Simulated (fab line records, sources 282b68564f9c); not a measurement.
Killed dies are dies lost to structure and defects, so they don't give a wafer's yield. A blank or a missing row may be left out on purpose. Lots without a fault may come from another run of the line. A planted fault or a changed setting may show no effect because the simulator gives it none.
fab line records | flow rit_cmos
record lots=13 wafers=39 last_day=7
route steps=202 shown SILICIDE@162
lots that met no fault: from a run of the same line without faults
start_h: hours from the record's first day to the start of the lot's first wafer shown | wait_h: hours since the lot's step before | " the same as in the row above | L1.1+2: a row that stands for several wafers | - no value, or no start given | * or withheld: withheld | < > ~ a bound
route shown NAME@n: a module of which the file shows steps, and the number in the route of the first | usual: mean/standard deviation of fault-free wafers | same: alike in all rows | chamber/n: place in a boat | sites: the reading at each site | _std_site: their standard deviation | _edge_site: outer sites' mean less inner sites' | radius_mm: how far each site lies from the wafer's centre | mask NAME#n: copy n | behind: the tool/chamber that last shaped the wafer | hold: why the lot was held/for how many hours/how that ended | device: the transistor (n, p or np) that didn't switch | end of line: the same wafers' tests at the end of the route | a step without rows: its recipe alone | killed: dies lost to structure and defects at the first sort, not the wafer's yield | map: a wafer's dies, x killed, . not, _ none there
set.NAME: the setting as run; set.NAME@STEP: as run at that earlier step | model.NAME: the simulator's own value behind a step, which no gauge read
steps of the route over a sample of lots; a table a step, a row a wafer
services: from which hour (start_h, from the record's first day; less than 0 if before it) a tool's chamber was out of use, for how many hours, and why
## steps
# step RIT_SILICIDE_SPUTTER_01
# recipe material=Ti target_thk_nm=30 power_w=337.6 chamber_pressure_pa=0.667 gas=Ar time_s=240 substrate_temp_c=25
# usual chamber_pressure_pa=0.6670/0.0013 substrate_temp_c=25.03/0.11 throttle_valve_pct=29.9/1.2
# same time_s=240
# columns lot.wafer tool chamber start_h wait_h chamber_pressure_pa substrate_temp_c throttle_valve_pct
L530.2 pvd_sputter-04 - 61.14 0.0 0.6668 25.14 31.6
L530.4 " - " " 0.6660 24.96 32.7
L530.6 " - " " 0.6667 25.01 28.1
L532.1 pvd_sputter-04 - 73.05 0.0 0.6662 25.05 31.5
L532.3 " - " " 0.6663 25.03 30.2
L532.4 " - " " 0.6669 25.14 28.0
L533.2 pvd_sputter-03 - 77.20 0.0 0.6652 25.01 29.7
L533.4 " - " " 0.6652 25.04 29.8
L533.6 " - " " 0.6673 25.05 29.9
L534.1 pvd_sputter-04 - 82.40 0.0 0.6668 25.12 30.4
L534.2 " - " " 0.6684 25.10 32.8
L534.3 " - " " 0.6681 25.04 31.7
L535.2 pvd_sputter-03 - 85.81 0.0 0.6670 24.96 29.3
L535.4 " - " " 0.6653 25.15 29.8
L535.5 " - " " 0.6674 25.11 29.1
L536.2 pvd_sputter-04 - 90.94 0.0 0.6665 24.84 33.0
L536.4 " - " " 0.6656 25.07 31.6
L536.6 " - " " 0.6663 24.86 33.0
L537.1 pvd_sputter-03 - 99.14 0.0 0.6665 25.04 29.5
L537.3 " - " " 0.6674 24.88 29.5
L537.5 " - " " 0.6670 24.95 29.5
L539.4 pvd_sputter-02 - 106.81 0.0 0.6640 25.02 30.9
L539.5 " - " " 0.6652 25.25 29.6
L539.6 " - " " 0.6680 25.08 28.3
L540.2 pvd_sputter-02 - 112.31 0.0 0.6645 24.97 30.6
L540.4 " - " " 0.6644 25.25 29.5
L540.5 " - " " 0.6662 25.35 29.9
L541.1 pvd_sputter-04 - 114.32 0.0 0.6682 24.93 33.0
L541.4 " - " " 0.6672 24.96 30.5
L541.5 " - " " 0.6672 25.00 28.1
L542.2 pvd_sputter-03 - 117.65 0.0 0.6664 25.28 29.5
L542.3 " - " " 0.6662 25.25 29.7
L542.5 " - " " 0.6669 24.95 29.4
L548.1 pvd_sputter-03 - 150.49 0.0 0.6649 25.11 29.3
L548.2 " - " " 0.6657 24.98 29.6
L548.5 " - " " 0.6678 25.02 29.8
L550.1 pvd_sputter-03 - 160.10 0.0 0.6692 25.26 29.8
L550.3 " - " " 0.6151 25.03 30.9
L550.4 " - " " 0.6672 25.15 29.4
# step RIT_SILICIDE_RS_MEAS_02
# recipe thk_meas_gauge=four-point-probe reads=Ti_of_SILICIDE_SPUTTER_01
# usual SILICIDE_TI_RS=49.7/0.57
# columns lot.wafer tool chamber start_h wait_h SILICIDE_TI_RS[ohm/sq]
L530.2 film_metro-02 - 61.31 0.1 50.1
L530.4 " - " " 48.9
L530.6 " - " " 48.9
L532.1 film_metro-01 - 73.20 0.1 51.0
L532.3 " - " " 50.9
L532.4 " - " " 50.4
L533.2 film_metro-04 - 77.37 0.1 49.2
L533.4 " - " " 49.4
L533.6 " - " " 50.1
L534.1 film_metro-02 - 82.55 0.1 49.7
L534.2 " - " " 49.4
L534.3 " - " " 49.8
L535.2 film_metro-04 - 85.98 0.1 49.6
L535.4 " - " " 50.3
L535.5 " - " " 50.4
L536.2 film_metro-01 - 91.11 0.1 49.1
L536.4 " - " " 50.3
L536.6 " - " " 50.2
L537.1 film_metro-01 - 99.29 0.1 49.2
L537.3 " - " " 49.3
L537.5 " - " " 49.3
L539.4 film_metro-04 - 107.02 0.1 49.6
L539.5 " - " " 50.5
L539.6 " - " " 49.9
L540.2 film_metro-01 - 112.48 0.1 49.8
L540.4 " - " " 50.5
L540.5 " - " " 50.1
L541.1 film_metro-02 - 114.47 0.1 50.6
L541.4 " - " " 50.9
L541.5 " - " " 50.2
L542.2 film_metro-01 - 117.82 0.1 48.9
L542.3 " - " " 49.0
L542.5 " - " " 48.4
L548.1 film_metro-01 - 150.64 0.1 49.5
L548.2 " - " " 49.1
L548.5 " - " " 49.6
L550.1 film_metro-04 - 160.25 0.1 49.0
L550.3 " - " " 41.7
L550.4 " - " " 48.8
## services
# columns tool chamber start_h hours kind
pvd_sputter-02 - 63.99 2.9 repair
pvd_sputter-03 - 101.45 16.1 repair
pvd_sputter-03 - 112.44 2.2 repair
pvd_sputter-03 - 122.45 2.5 repair
pvd_sputter-03 - 148.62 1.4 repair
## key
first_sign step=RIT_SILICIDE_SPUTTER_01 reading=chamber_pressure_pa direction=down sigmas=39 usual=0.6670 struck=0.6151
effect step=RIT_SILICIDE_RS_MEAS_02 reading=SILICIDE_TI_RS direction=down sigmas=14 usual=49.7 struck=41.7
met_at RIT_SILICIDE_SPUTTER_01
struck_lots L550
struck_wafers L550.3
tester_left_out L550
onset_between 150.49 160.10
fault kind=process_parameter_drift tool=pvd_sputter-03 chamber=- onset_h=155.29 steps=RIT_SILICIDE_SPUTTER_01 channel=chamber_pressure_pa offset=-0.051021 shape=step end_h=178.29 stated=0.667 scope=struck_wafers_only
# tester_left_out: of these lots the tester's yield and bins aren't shown, on N5 and GAA mostly nor the transistor test; their killed dies are dies lost to structure and defects alone, not to doping, threshold or leakage, so they don't give the yield
